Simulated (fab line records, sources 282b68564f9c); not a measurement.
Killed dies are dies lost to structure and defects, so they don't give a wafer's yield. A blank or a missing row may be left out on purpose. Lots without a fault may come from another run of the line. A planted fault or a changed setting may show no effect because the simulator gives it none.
Which tool did it? | flow rit_cmos | 13 lots, 39 wafers sampled, at 5 steps of a route of 202

WHAT THE GAUGES READ, wafer by wafer
RIT_GATE_OVL_MEAS_17. Usual: GATE_OVL -0.9 nm, standard deviation 1.8.
lot  | measured    | on         | GATE_OVL (nm)  | flag
L426 | day 2 12:43 | overlay-01 | -1.2 -2.4 -0.3 |
L427 | day 2 17:08 | overlay-02 | -4.9 -4.0 -3.7 |
L428 | day 3 01:19 | overlay-01 | -3.0 -2.4 -3.7 |
L434 | day 4 06:29 | overlay-02 | -4.0 -3.2 -3.1 |
L435 | day 4 09:10 | overlay-02 | 0.7 -1.3 1.8   |
L436 | day 4 15:29 | overlay-02 | -2.3 -3.4 -3.0 |
L440 | day 5 15:29 | overlay-02 | 0.3 0.6 -2.3   |
L441 | day 5 17:26 | overlay-01 | -0.1 0.8 0.3   |
L443 | day 6 05:44 | overlay-02 | -2.0 -1.9 0.4  |
L444 | day 6 08:39 | overlay-02 | 0.0 0.1 -0.6   |
L446 | day 6 20:45 | overlay-02 | 1.0 1.0 0.6    |
L447 | day 6 22:22 | overlay-01 | 0.6 -0.4 -0.2  |
L449 | day 7 10:19 | overlay-02 | 1.7 -0.7 -1.0  |

RIT_CONTACT_OVL_MEAS_09. Usual: CONTACT_OVL 0.3 nm, standard deviation 1.4.
lot  | measured    | on         | CONTACT_OVL (nm) | flag
L426 | day 3 03:55 | overlay-01 | 0.7 0.0 0.9      |
L427 | day 3 09:11 | overlay-02 | -1.9 -2.1 -1.5   |
L428 | day 3 16:53 | overlay-02 | 1.5 -0.4 1.6     |
L434 | day 4 22:01 | overlay-02 | 1.4 -0.4 2.2     |
L435 | day 4 23:58 | overlay-01 | -1.8 -2.6 1.3    |
L436 | day 5 08:36 | overlay-01 | 1.4 -0.2 1.0     |
L440 | day 6 07:22 | overlay-02 | -3.3 -2.0 1.1    |
L441 | day 6 08:36 | overlay-01 | -2.0 1.1 -0.1    |
L443 | day 6 21:04 | overlay-02 | 3.4 1.7 1.2      |
L444 | day 7 00:53 | overlay-01 | -0.3 -0.3 -0.1   |
L446 | day 7 11:31 | overlay-01 | -0.1 -1.0 0.2    |
L447 | day 7 14:59 | overlay-01 | -0.7 -2.2 -0.9   |
L449 | day 8 01:58 | overlay-02 | 1.0 0.0 3.2      |

RIT_M1_CD_MEAS_90: target cd 2600 nm. Usual: cd_nm 2600.4 nm, standard deviation 2.4.
lot  | measured    | on        | cd_nm (nm)           | flag
L426 | day 3 07:14 | cd_sem-02 | 2604.4 2603.5 2601.4 |
L427 | day 3 12:54 | cd_sem-02 | 2598.6 2596.1 2593.6 |
L428 | day 3 20:15 | cd_sem-02 | 2601.5 2599.8 2602.3 |
L434 | day 5 01:22 | cd_sem-02 | 2598.1 2601.9 2602.1 |
L435 | day 5 03:17 | cd_sem-01 | 2602.6 2606.7 2606.1 |
L436 | day 5 11:54 | cd_sem-02 | 2606.4 2610.2 2607.3 | OFF
L440 | day 6 10:40 | cd_sem-01 | 2597.4 2596.5 2596.3 |
L441 | day 6 12:08 | cd_sem-01 | 2600.1 2602.5 2601.1 |
L443 | day 7 00:30 | cd_sem-02 | 2603.3 2602.2 2601.2 |
L444 | day 7 04:14 | cd_sem-01 | 2599.6 2600.9 2601.4 |
L446 | day 7 14:59 | cd_sem-01 | 2598.8 2599.3 2598.5 |
L447 | day 7 18:19 | cd_sem-02 | 2601.0 2601.6 2599.5 |
L449 | day 8 05:29 | cd_sem-02 | 2601.0 2598.6 2600.9 |

WHICH TOOL RAN EACH LOT (tool, then ch and the chambers of the sampled wafers, then the start)
lot  | RIT_GATE_ETCH_19                | RIT_M1_METAL_ETCH_12
L426 | rie_si-01 ch 1,2,3, day 2 12:53 | rie_metal-03 ch 0,1, day 3 06:42
L427 | rie_si-02 ch 0,1,2, day 2 17:22 | rie_metal-02 ch 0,1, day 3 12:23
L428 | rie_si-01 ch 1,2,3, day 3 01:29 | rie_metal-01 ch 0,1, day 3 19:45
L434 | rie_si-01 ch 1,3, day 4 06:46   | rie_metal-01 ch 0,1, day 5 00:50
L435 | rie_si-02 ch 0,1,3, day 4 09:20 | rie_metal-03 ch 1, day 5 02:45
L436 | rie_si-01 ch 1,2,3, day 4 15:40 | rie_metal-02 ch 0,1, day 5 11:23
L440 | rie_si-01 ch 2,3, day 5 15:40   | rie_metal-01 ch 0,1, day 6 10:10
L441 | rie_si-02 ch 0,2,3, day 5 17:37 | rie_metal-03 ch 0,1, day 6 11:35
L443 | rie_si-02 ch 1,2, day 6 05:55   | rie_metal-01 ch 0,1, day 6 23:59
L444 | rie_si-01 ch 0,1,2, day 6 08:49 | rie_metal-03 ch 0,1, day 7 03:44
L446 | rie_si-01 ch 2,3, day 6 21:04   | rie_metal-01 ch 0,1, day 7 14:29
L447 | rie_si-02 ch 0,2,3, day 6 22:32 | rie_metal-03 ch 0,1, day 7 17:49
L449 | rie_si-02 ch 0,2,3, day 7 10:31 | rie_metal-01 ch 0,1, day 8 04:55
- RIT_GATE_ETCH_19: etches poly-Si in SF6/CHF3/O2, stops on SiO2, time 170.6 s, target depth 312.5 nm.
- RIT_M1_METAL_ETCH_12: etches Al in Cl2/BCl3, stops on SiO2, time 165 s, target depth 600 nm.

WHAT THE TOOLS THEMSELVES READ (means of the sampled wafers that have a number; where no wafer has one, the mark that the record gives instead)
RIT_GATE_ETCH_19. Usual: drypump_motor_current_A 5.6 A, standard deviation 0.54; oes_product_au 0.818 a.u., standard deviation 0.017; throttle_valve_pct 10.31 %, standard deviation 0.12.
lot  | tool      | drypump_motor_current_A (A) | oes_product_au (a.u.) | throttle_valve_pct (%) | flag
L426 | rie_si-01 | 5.8                         | 0.826                 | 10.37                  |
L427 | rie_si-02 | 5.3                         | 0.811                 | 10.30                  |
L428 | rie_si-01 | 5.7                         | 0.821                 | 10.38                  |
L434 | rie_si-01 | 5.4                         | 0.821                 | 10.40                  |
L435 | rie_si-02 | 5.8                         | 0.804                 | 10.26                  |
L436 | rie_si-01 | 5.7                         | 0.816                 | 10.37                  |
L440 | rie_si-01 | 5.6                         | 0.859                 | 10.38                  |
L441 | rie_si-02 | 5.4                         | 0.815                 | 10.23                  |
L443 | rie_si-02 | 5.1                         | 0.811                 | 10.25                  |
L444 | rie_si-01 | 6.1                         | 0.821                 | 10.35                  |
L446 | rie_si-01 | 5.6                         | 0.833                 | 10.38                  |
L447 | rie_si-02 | 5.4                         | 0.817                 | 10.23                  |
L449 | rie_si-02 | 5.4                         | 0.812                 | 10.22                  |

RIT_M1_METAL_ETCH_12. Usual: drypump_motor_current_A 5.6 A, standard deviation 0.41; oes_product_au 0.772 a.u., standard deviation 0.016; throttle_valve_pct 8.42 %, standard deviation 0.11.
lot  | tool         | drypump_motor_current_A (A) | oes_product_au (a.u.) | throttle_valve_pct (%) | flag
L426 | rie_metal-03 | 5.4                         | 0.765                 | 8.39                   |
L427 | rie_metal-02 | 6.1                         | 0.768                 | 8.52                   |
L428 | rie_metal-01 | 5.2                         | 0.786                 | 8.27                   |
L434 | rie_metal-01 | 5.3                         | 0.769                 | 8.36                   |
L435 | rie_metal-03 | 5.3                         | 0.777                 | 8.35                   |
L436 | rie_metal-02 | 6.2                         | 0.766                 | 8.49                   |
L440 | rie_metal-01 | 5.3                         | 0.776                 | 8.37                   |
L441 | rie_metal-03 | 5.4                         | 0.763                 | 8.45                   |
L443 | rie_metal-01 | 5.2                         | 0.794                 | 8.28                   |
L444 | rie_metal-03 | 5.4                         | 0.759                 | 8.44                   |
L446 | rie_metal-01 | 5.2                         | 0.781                 | 8.28                   |
L447 | rie_metal-03 | 5.4                         | 0.769                 | 8.40                   |
L449 | rie_metal-01 | 5.2                         | 0.795                 | 8.28                   |

THE ANSWER, worked out from the rows above alone
Rule: a lot is off if the mean of its wafers that have a number lies more than 3 standard deviations from the usual mean. A lot without any number at a reading at which 4 lots or more have one is off too. The other lots that the step has rows for count as sound. The gauges are gone through in route order, then the tools' own readings, and for those a lot's mean is taken as printed above. The first step at which some lot is off is used, and at that step the reading that is off furthest; a lot without a number counts as furthest.
Off: L436, at RIT_M1_CD_MEAS_90 (cd_nm).
A tool fits if, at a process step before that reading, it ran every lot that is off, and no sound lot after the first of them. The gauges at RIT_M1_CD_MEAS_90 are tried like those tools. One fits: rie_metal-02 at RIT_M1_METAL_ETCH_12. Its last sound lot is L427 (day 3 12:23), its first lot that is off L436 (day 5 11:23): a fault that began between those two fits.

WHAT THE SIMULATOR HAD PUT IN
Process parameter drift: rie_metal-02, from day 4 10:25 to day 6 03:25, at RIT_M1_METAL_ETCH_12. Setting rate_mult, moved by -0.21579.
Lots struck among those shown: L436. The rule above found the same.
